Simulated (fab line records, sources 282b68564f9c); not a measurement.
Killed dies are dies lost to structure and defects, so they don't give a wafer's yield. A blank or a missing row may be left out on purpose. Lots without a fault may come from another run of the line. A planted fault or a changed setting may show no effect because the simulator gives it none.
Which tool did it? | flow rit_cmos | 14 lots, 42 wafers sampled, at 1 step of a route of 202

WHAT THE GAUGES READ, wafer by wafer
The record holds no reading of a measuring or inspecting step that can be judged against a usual standard deviation.

WHICH TOOL RAN EACH LOT (tool, then ch and the chambers of the sampled wafers, then the start)
lot  | RIT_PSD_SOFTBAKE_02
L557 | litho_track-04 ch 0, day 3 06:46
L558 | litho_track-03 ch 0, day 3 08:07
L559 | litho_track-04 ch 0, day 3 14:47
L560 | litho_track-03 ch 0, day 3 17:10
L561 | litho_track-03 ch 0, day 4 00:02
L562 | litho_track-04 ch 0, day 4 05:47
L564 | litho_track-04 ch 0, day 4 17:58
L565 | litho_track-02 ch 0, day 5 00:37
L566 | litho_track-03 ch 0, day 5 03:16
L567 | litho_track-04 ch 0, day 5 06:20
L573 | litho_track-03 ch 0, day 6 13:12
L574 | litho_track-03 ch 0, day 6 16:49
L578 | litho_track-02 ch 0, day 7 14:05
L579 | litho_track-02 ch 0, day 8 05:17
- RIT_PSD_SOFTBAKE_02: time 60 s.

WHAT THE TOOLS THEMSELVES READ (means of the sampled wafers that have a number; where no wafer has one, the mark that the record gives instead)
RIT_PSD_SOFTBAKE_02.
lot  | tool           | chill_plate_temp_C (C) | heater_power_total_W (W) | run_length_s (s)
L557 | litho_track-04 | 23.09                  | 34.57                    | 88.84
L558 | litho_track-03 | 23.07                  | 34.57                    | 89.37
L559 | litho_track-04 | 23.10                  | 34.57                    | 88.67
L560 | litho_track-03 | 23.01                  | 34.56                    | 89.18
L561 | litho_track-03 | 23.09                  | 34.57                    | 89.41
L562 | litho_track-04 | 22.99                  | 34.57                    | 88.67
L564 | litho_track-04 | 22.97                  | 34.52                    | 88.76
L565 | litho_track-02 | 23.06                  | 34.59                    | 89.31
L566 | litho_track-03 | 23.17                  | 34.58                    | 89.30
L567 | litho_track-04 | 22.90                  | 34.55                    | 88.77
L573 | litho_track-03 | 22.95                  | 34.97                    | 86.76
L574 | litho_track-03 | 23.05                  | 34.92                    | 86.75
L578 | litho_track-02 | 23.08                  | 34.49                    | 89.28
L579 | litho_track-02 | 23.03                  | 34.62                    | 89.38

THE ANSWER, worked out from the rows above alone
Rule: what is usual is taken from the lots themselves. Put in order of their means at a reading, lots are off if they are a third of the lots or fewer, leave a main group of 4 or more, and stand apart from it by a gap of 3 or more times the standard deviation of the main group's means; of several such gaps the widest counts. A main group whose means are all the same, to the digits that the tables above print for the reading, isn't used. A lot without any number at a reading at which 4 lots or more have one is off too. The other lots that the step has rows for count as sound. The gauges are gone through in route order, then the tools' own readings, and for those a lot's mean is taken as printed above. The first step at which some lot is off is used, and at that step the reading that is off furthest; a lot without a number counts as furthest.
Off: L573, L574, at RIT_PSD_SOFTBAKE_02 (heater_power_total_W). The main group: mean 34.56 W, standard deviation 0.031.
A tool fits if, at that step or a process step before it, it ran every lot that is off, and no sound lot after the first of them. One fits: litho_track-03 at RIT_PSD_SOFTBAKE_02. Its last sound lot is L566 (day 5 03:16), its first lot that is off L573 (day 6 13:12): a fault that began between those two fits.
The tool's own readings at RIT_PSD_SOFTBAKE_02 bear it out: on the lots that are off they differ by more than 5 times the standard deviation of the sound lots' means. heater_power_total_W reads 34.95 W there against 34.56 W on the sound lots; run_length_s reads 86.75 s there against 89.08 s on the sound lots.

WHAT THE SIMULATOR HAD PUT IN
Process parameter drift: litho_track-03, from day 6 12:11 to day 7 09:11, at RIT_PSD_SOFTBAKE_02. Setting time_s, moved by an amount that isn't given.
Lots struck among those shown: L573, L574. The rule above found the same.
